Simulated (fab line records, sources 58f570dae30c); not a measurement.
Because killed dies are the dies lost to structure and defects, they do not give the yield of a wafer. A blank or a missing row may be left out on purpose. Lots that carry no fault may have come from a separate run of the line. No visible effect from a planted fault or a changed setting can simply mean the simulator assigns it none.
What tool caused it? | flow berkeleyCmos170 | Sampling: 14 lots, 42 wafers, 4 of 331 route steps

## WHAT EACH GAUGE READ, for each wafer
UCB170_GATE_THK_MEAS_02. Usual: GATE_OXIDE_THK typically reads 6.62 nm, with standard deviation 0.12.
lot  | measured     | on           | GATE_OXIDE_THK (nm) | flag
L311 | day 5 20:02  | filmMetro-04 | 6.46 6.37 6.36      | 
L312 | day 5 20:07  | filmMetro-02 | 6.63 6.62 6.65      | 
L310 | day 5 20:07  | filmMetro-04 | 6.61 6.58 6.61      | 
L316 | day 6 12:40  | filmMetro-04 | 6.58 6.53 6.55      | 
L317 | day 6 23:09  | filmMetro-02 | 6.58 6.62 6.59      | 
L318 | day 6 23:09  | filmMetro-01 | 6.71 6.59 6.63      | 
L320 | day 7 08:05  | filmMetro-02 | 6.64 6.54 6.54      | 
L319 | day 7 08:06  | filmMetro-01 | 6.54 6.59 6.61      | 
L322 | day 7 17:38  | filmMetro-04 | 6.75 6.76 6.89      | 
L328 | day 9 04:32  | filmMetro-01 | 6.59 6.70 6.62      | 
L327 | day 9 07:02  | filmMetro-02 | 6.75 6.64 6.74      | 
L330 | day 9 20:29  | filmMetro-04 | 6.67 6.75 6.72      | 
L329 | day 9 20:30  | filmMetro-01 | 6.57 6.62 6.54      | 
L333 | day 10 12:55 | filmMetro-04 | 6.66 6.58 6.69      | 

UCB170_PSD_CD_MEAS_06: the cd target is 1200 nm. Usual: cdNm at 1199.8 nm, with a standard deviation of 1.5.
lot  | measured     | on       | cdNm (nm)            | flag
L311 | day 6 11:05  | cdSem-02 | 1201.1 1201.1 1201.3 | 
L312 | day 6 11:23  | cdSem-01 | 1199.2 1199.7 1199.3 | 
L310 | day 6 11:23  | cdSem-02 | 1200.7 1200.4 1200.6 | 
L316 | day 7 03:48  | cdSem-02 | 1202.1 1202.4 1200.9 | 
L317 | day 7 18:41  | cdSem-01 | 1201.0 1199.9 1198.5 | 
L318 | day 7 18:25  | cdSem-02 | 1200.0 1200.5 1200.2 | 
L320 | day 8 03:23  | cdSem-02 | 1199.7 1200.1 1199.1 | 
L319 | day 8 03:32  | cdSem-02 | 1198.8 1199.7 1201.4 | 
L322 | day 8 11:49  | cdSem-02 | 1201.2 1200.4 1201.1 | 
L328 | day 9 22:25  | cdSem-01 | 1200.1 1200.8 1200.7 | 
L327 | day 9 22:20  | cdSem-02 | 1197.6 1199.3 1199.6 | 
L330 | day 10 14:53 | cdSem-02 | 1200.9 1201.5 1199.6 | 
L329 | day 10 14:38 | cdSem-02 | 1202.0 1201.3 1201.5 | 
L333 | day 11 07:42 | cdSem-01 | 1198.3 1197.6 1197.3 | 

## WHICH TOOL RAN EACH LOT (tool, then ch and the chambers of the sampled wafers, then the start)
lot  | UCB170_PVT_STRIP_08                 | UCB170_NLDD_IMPLANT_09
L311 | plasmaAsher-03 ch 0,1, day 5 16:04  | implanter-03 ch 0, day 6 06:02
L312 | plasmaAsher-03 ch 0,1, day 5 16:31  | implanter-03 ch 0, day 6 06:41
L310 | plasmaAsher-03 ch 0,1, day 5 16:49  | implanter-04 ch 0, day 6 06:20
L316 | plasmaAsher-03 ch 0,1, day 6 08:46  | implanter-04 ch 0, day 6 22:41
L317 | plasmaAsher-01 ch 0,1, day 6 17:44  | implanter-04 ch 0, day 7 11:54
L318 | plasmaAsher-01 ch 0,1, day 6 18:26  | implanter-02 ch 0, day 7 11:38
L320 | plasmaAsher-01 ch 0,1, day 7 05:14  | implanter-03 ch 0, day 7 20:38
L319 | plasmaAsher-03 ch 0,1, day 7 05:24  | implanter-04 ch 0, day 7 21:23
L322 | plasmaAsher-04 ch 0,1, day 7 13:38  | implanter-04 ch 0, day 8 05:14
L328 | plasmaAsher-04 ch 0,1, day 9 01:01  | implanter-03 ch 0, day 9 16:39
L327 | plasmaAsher-03 ch 0,1, day 9 02:48  | implanter-04 ch 0, day 9 16:51
L330 | plasmaAsher-04 ch 0,1, day 9 16:14  | implanter-04 ch 0, day 10 07:58
L329 | plasmaAsher-03 ch 0,1, day 9 16:32  | implanter-03 ch 0, day 10 07:44
L333 | plasmaAsher-03 ch 0,1, day 10 04:56 | implanter-04 ch 0, day 10 23:33
- UCB170_PVT_STRIP_08: strips in O2.
- UCB170_NLDD_IMPLANT_09

## WHAT THE TOOLS THEMSELVES READ (means of the sampled wafers that have a number; where no wafer has one, the mark that the record gives instead)
UCB170_PVT_STRIP_08. Usual: drypumpMotorCurrentA 5.7 A, standard deviation 0.61; oesProductAu 0.735 a.u., standard deviation 0.0044; stripTimeToEndpointS 21.66 s, standard deviation 0.052.
lot  | tool           | drypumpMotorCurrentA (A) | oesProductAu (a.u.) | stripTimeToEndpointS (s) | flag
L311 | plasmaAsher-03 | 5.3                      | 0.736               | 21.63                    | 
L312 | plasmaAsher-03 | 5.5                      | 0.737               | 21.66                    | 
L310 | plasmaAsher-03 | 5.2                      | 0.734               | 21.70                    | 
L316 | plasmaAsher-03 | 5.5                      | 0.734               | 21.62                    | 
L317 | plasmaAsher-01 | 5.2                      | 0.732               | 21.70                    | 
L318 | plasmaAsher-01 | 5.5                      | 0.737               | 21.64                    | 
L320 | plasmaAsher-01 | 5.5                      | 0.735               | 21.62                    | 
L319 | plasmaAsher-03 | 5.5                      | 0.733               | 21.66                    | 
L322 | plasmaAsher-04 | 6.4                      | 0.740               | 21.65                    | 
L328 | plasmaAsher-04 | 6.4                      | 0.737               | 21.63                    | 
L327 | plasmaAsher-03 | 5.3                      | 0.738               | 21.69                    | 
L330 | plasmaAsher-04 | 6.4                      | 0.732               | 21.51                    | 
L329 | plasmaAsher-03 | 5.2                      | 0.733               | 21.66                    | 
L333 | plasmaAsher-03 | 5.6                      | 0.729               | 21.71                    | 

UCB170_NLDD_IMPLANT_09. Usual: doseIonsCm2 4.999e+13, standard deviation 5.2e+10; tiltDeg 7.000 degrees, standard deviation 0.016.
lot  | tool         | doseIonsCm2 | tiltDeg (degrees) | flag
L311 | implanter-03 | 5.001e+13   | 6.996             | 
L312 | implanter-03 | 4.999e+13   | 7.015             | 
L310 | implanter-04 | 4.998e+13   | 6.990             | 
L316 | implanter-04 | 4.999e+13   | 7.003             | 
L317 | implanter-04 | 4.998e+13   | 7.012             | 
L318 | implanter-02 | 5.001e+13   | 7.016             | 
L320 | implanter-03 | 4.996e+13   | 6.992             | 
L319 | implanter-04 | 4.993e+13   | 6.992             | 
L322 | implanter-04 | 4.997e+13   | 7.015             | 
L328 | implanter-03 | 5.002e+13   | 8.944             | OFF
L327 | implanter-04 | 5.003e+13   | 6.989             | 
L330 | implanter-04 | 4.989e+13   | 6.990             | 
L329 | implanter-03 | 4.997e+13   | 8.954             | OFF
L333 | implanter-04 | 5.003e+13   | 6.992             | 

## THE ANSWER, worked out from the rows above alone
Rule: take the mean of a lot's wafers that have a number; if it is more than 3 standard deviations from the usual mean, the lot is off. A lot without any number at a reading at which 4 lots or more have one is off too. Any other lot the step has rows for is counted as sound. First the gauges in route order, then the tools' own readings, where a lot's mean is used as printed above. The first step at which some lot is off is used, and at that step the reading that is off furthest; a lot without a number counts as furthest.
Off at UCB170_NLDD_IMPLANT_09 (tiltDeg): L328, L329.
If a tool, at that step or one of the process steps before it, ran each lot that is off and ran no sound lot following the first of them, it fits. One fits: UCB170_NLDD_IMPLANT_09 on implanter-03. Its last sound lot is L320 (day 7 20:38), its first lot that is off L328 (day 9 16:39): a fault that began between those two fits.
The tool's own readings at UCB170_NLDD_IMPLANT_09 bear it out: on the lots that are off they differ by more than 5 times the standard deviation of the sound lots' means. tiltDeg reads 8.949 degrees there against 7.000 degrees on the sound lots.

## WHAT THE SIMULATOR HAD PUT IN
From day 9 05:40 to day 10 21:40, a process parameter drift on implanter-03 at UCB170_NLDD_IMPLANT_09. Setting tiltDeg, moved by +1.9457, from 7. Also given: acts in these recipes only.
Lots struck among those shown: L328, L329. Same finding as the rule above.
